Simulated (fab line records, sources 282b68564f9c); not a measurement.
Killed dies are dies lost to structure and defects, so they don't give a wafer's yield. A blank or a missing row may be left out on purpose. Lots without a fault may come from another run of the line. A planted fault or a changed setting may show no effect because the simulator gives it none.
Which tool did it? | flow rit_cmos | 7 lots, 21 wafers sampled, at 2 steps of a route of 202

WHAT THE GAUGES READ, wafer by wafer
RIT_PLDD_OVL_MEAS_06.
lot  | measured    | on         | PLDD_OVL (nm)
L810 | day 3 11:38 | overlay-01 | 0.4 -0.1 -0.2
L814 | day 4 05:46 | overlay-02 | -0.6 -1.3 -0.5
L817 | day 4 20:38 | overlay-02 | -3.0 0.0 -1.2
L822 | day 5 17:39 | overlay-01 | -2.3 -3.3 -3.9
L826 | day 6 18:49 | overlay-02 | -2.1 -2.4 -4.5
L828 | day 7 05:10 | overlay-01 | -1.1 0.1 -1.1
L831 | day 7 19:16 | overlay-02 | 1.0 0.7 -1.5

WHICH TOOL RAN EACH LOT (tool, then ch and the chambers of the sampled wafers, then the start)
lot  | RIT_GATE_STRIP_20
L810 | plasma_asher-02 ch 0,1, day 3 05:38
L814 | plasma_asher-01 ch 0,1, day 4 00:13
L817 | plasma_asher-03 ch 0,1, day 4 14:56
L822 | plasma_asher-01 ch 0,1, day 5 12:01
L826 | plasma_asher-01 ch 0,1, day 6 13:05
L828 | plasma_asher-03 ch 0,1, day 6 21:38
L831 | plasma_asher-01 ch 0,1, day 7 12:41
- RIT_GATE_STRIP_20: strips in O2, time 180 s.

THE ANSWER, worked out from the rows above alone
Rule: what is usual is taken from the lots themselves. Put in order of their means at a reading, lots are off if they are a third of the lots or fewer, leave a main group of 4 or more, and stand apart from it by a gap of 3 or more times the standard deviation of the main group's means; of several such gaps the widest counts. A main group whose means are all the same, to the digits that the tables above print for the reading, isn't used. A lot without any number at a reading at which 4 lots or more have one is off too. The other lots that the step has rows for count as sound.
No lot is off at any reading shown: from this, nothing can be told.

WHAT THE SIMULATOR HAD PUT IN
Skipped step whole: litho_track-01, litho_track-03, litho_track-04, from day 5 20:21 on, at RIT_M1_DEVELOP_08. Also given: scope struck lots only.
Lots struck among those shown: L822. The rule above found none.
